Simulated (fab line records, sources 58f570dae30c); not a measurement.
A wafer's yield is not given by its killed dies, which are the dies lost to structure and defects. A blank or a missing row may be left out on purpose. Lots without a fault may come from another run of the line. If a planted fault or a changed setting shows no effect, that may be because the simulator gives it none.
Which tool did it?	flow berkeley cmos170	Sampling: 13 lots, 39 wafers, 5 of 331 route steps

== WHAT THE GAUGES READ, wafer by wafer ==
UCB170_NSD_TW_MEAS_10.
lot	measured	on	NSD_TW
L199	day 6 16:14	film metro-04	4242 4215 4222
L198	day 6 16:29	film metro-01	4273 4308 4274
L201	day 7 00:33	film metro-01	4280 4258 4274
L203	day 7 20:05	film metro-01	4298 4294 4299
L204	day 8 08:47	film metro-02	4090 4134 4113
L208	day 8 17:53	film metro-02	4125 4124 4126
L206	day 8 18:10	film metro-02	4109 4129 4117
L207	day 8 18:18	film metro-04	4233 4226 4232
L205	day 8 18:28	film metro-01	4253 4263 4268
L210	day 9 13:00	film metro-04	4194 4196 4216
L212	day 9 23:57	film metro-02	4090 4113 4108
L216	day 10 21:41	film metro-02	4136 4116 4121
L215	day 10 21:57	film metro-01	4243 4246 4254

UCB170_SILICIDE_RS_MEAS_02: uses a four-point probe to measure.
lot	measured	on	SILICIDE_TI_RS (ohm/sq)
L199	day 6 18:05	film metro-01	26.5 26.3 26.7
L198	day 6 18:12	film metro-04	25.6 25.7 25.6
L201	day 7 02:40	film metro-03	25.7 25.6 25.7
L203	day 7 21:46	film metro-04	26.2 26.1 25.9
L204	day 8 10:33	film metro-03	26.1 26.4 26.1
L208	day 8 19:41	film metro-03	26.3 26.4 26.9
L206	day 8 20:05	film metro-01	25.7 25.6 25.4
L207	day 8 20:07	film metro-04	26.3 26.2 26.3
L205	day 8 20:16	film metro-03	26.1 26.2 26.1
L210	day 9 14:46	film metro-03	26.1 25.4 26.1
L212	day 10 01:37	film metro-04	26.0 25.9 25.7
L216	day 10 23:30	film metro-03	26.3 33.5 26.1
L215	day 10 23:50	film metro-04	25.4 25.9 25.9

UCB170_SILICIDE_THK_MEAS_03: measures by xrf.
lot	measured	on	SILICIDE_TI_THK (nm)
L199	day 6 18:11	film metro-01	29.5 29.6 29.2
L198	day 6 18:19	film metro-04	30.2 30.2 30.2
L201	day 7 02:45	film metro-03	30.5 30.5 30.5
L203	day 7 21:52	film metro-04	29.5 29.8 29.9
L204	day 8 10:40	film metro-03	30.0 29.7 30.0
L208	day 8 19:49	film metro-03	29.9 29.8 29.2
L206	day 8 20:12	film metro-01	30.0 30.2 30.3
L207	day 8 20:13	film metro-04	29.9 29.6 29.6
L205	day 8 20:23	film metro-03	30.0 29.7 29.9
L210	day 9 14:53	film metro-03	29.9 30.8 30.0
L212	day 10 01:44	film metro-04	29.7 30.1 30.3
L216	day 10 23:37	film metro-03	29.9 24.4 30.0
L215	day 10 23:57	film metro-04	30.7 30.1 30.1

== WHICH TOOL RAN EACH LOT (tool, then ch and the chambers of the sampled wafers, then the start) ==
lot	UCB170_NSD_STRIP_09	UCB170_SILICIDE_SPUTTER_01
L199	plasma asher-03 ch 0,1, day 6 16:08	pvd sputter-01, day 6 17:55
L198	plasma asher-02 ch 0,1, day 6 16:23	pvd sputter-03, day 6 18:09
L201	plasma asher-03 ch 0,1, day 7 00:27	pvd sputter-03, day 7 02:34
L203	plasma asher-02 ch 0,1, day 7 19:59	pvd sputter-01, day 7 21:43
L204	plasma asher-02 ch 0,1, day 8 08:41	pvd sputter-03, day 8 10:31
L208	plasma asher-04 ch 0,1, day 8 17:47	pvd sputter-01, day 8 19:40
L206	plasma asher-02 ch 0,1, day 8 18:04	pvd sputter-03, day 8 20:02
L207	plasma asher-03 ch 0,1, day 8 18:13	pvd sputter-02, day 8 20:02
L205	plasma asher-02 ch 0,1, day 8 18:22	pvd sputter-01, day 8 20:14
L210	plasma asher-02 ch 0,1, day 9 12:54	pvd sputter-01, day 9 14:44
L212	plasma asher-02 ch 0,1, day 9 23:50	pvd sputter-03, day 10 01:34
L216	plasma asher-04 ch 0,1, day 10 21:35	pvd sputter-01, day 10 23:23
L215	plasma asher-03 ch 0,1, day 10 21:50	pvd sputter-03, day 10 23:47
- UCB170_NSD_STRIP_09: strips in O2.
- UCB170_SILICIDE_SPUTTER_01: material Ti, target thk 30 nm, time 25 s.

== AS READ BY THE TOOLS THEMSELVES (means over the sampled wafers that have a number; for cases with no such wafer, the mark the record gives instead) ==
UCB170_NSD_STRIP_09.
lot	tool	drypump motor current A (A)	oes product au (a.u.)	strip time to endpoint s (s)
L199	plasma asher-03	6.0	0.529	35.87
L198	plasma asher-02	6.0	0.536	35.83
L201	plasma asher-03	6.0	0.535	35.77
L203	plasma asher-02	6.0	0.535	35.84
L204	plasma asher-02	6.3	0.539	35.90
L208	plasma asher-04	5.6	0.535	35.91
L206	plasma asher-02	6.3	0.539	36.02
L207	plasma asher-03	5.5	0.531	35.88
L205	plasma asher-02	6.1	0.530	35.76
L210	plasma asher-02	6.3	0.531	35.81
L212	plasma asher-02	6.0	0.531	35.88
L216	plasma asher-04	5.6	0.533	35.83
L215	plasma asher-03	5.5	0.532	35.80

UCB170_SILICIDE_SPUTTER_01.
lot	tool	throttle valve pct (%)
L199	pvd sputter-01	30.1
L198	pvd sputter-03	29.9
L201	pvd sputter-03	31.1
L203	pvd sputter-01	31.1
L204	pvd sputter-03	30.4
L208	pvd sputter-01	30.5
L206	pvd sputter-03	29.9
L207	pvd sputter-02	30.7
L205	pvd sputter-01	31.0
L210	pvd sputter-01	30.6
L212	pvd sputter-03	30.5
L216	pvd sputter-01	31.2
L215	pvd sputter-03	30.6

== THE ANSWER, worked out from the rows above alone ==
Rule: the lots themselves supply what counts as usual. The widest of any qualifying gaps counts: lots, ordered by their means at a reading, are off when they make up no more than a third of the lots, leave a main group of 4 or more, and stand apart from it by 3 or more times the standard deviation of that group's means. Not used: any main group whose means are identical at the precision the tables above print for the reading. A lot without any number at a reading at which 4 lots or more have one is off too. All remaining lots with rows at the step are treated as sound. The gauges are gone through in route order, then the tools' own readings, and for those a lot's mean is taken as printed above. The first step at which some lot is off is used, and at that step the reading that is off furthest; a lot without a number counts as furthest.
Off: at UCB170_SILICIDE_RS_MEAS_02 (SILICIDE_TI_RS), L216. For the main group the mean is 26.0 ohm/sq and the standard deviation 0.32.
If a tool, at a process step before that reading, ran all the lots that are off and no sound lot after the first of them, it fits. Those tools and the gauges at UCB170_SILICIDE_RS_MEAS_02 are tried in the same way. Can't be told from this: 3 tools fit, plasma asher-04 at UCB170_NSD_STRIP_09, pvd sputter-01 at UCB170_SILICIDE_SPUTTER_01, film metro-03 at UCB170_SILICIDE_RS_MEAS_02.

== WHAT THE SIMULATOR PUT IN ==
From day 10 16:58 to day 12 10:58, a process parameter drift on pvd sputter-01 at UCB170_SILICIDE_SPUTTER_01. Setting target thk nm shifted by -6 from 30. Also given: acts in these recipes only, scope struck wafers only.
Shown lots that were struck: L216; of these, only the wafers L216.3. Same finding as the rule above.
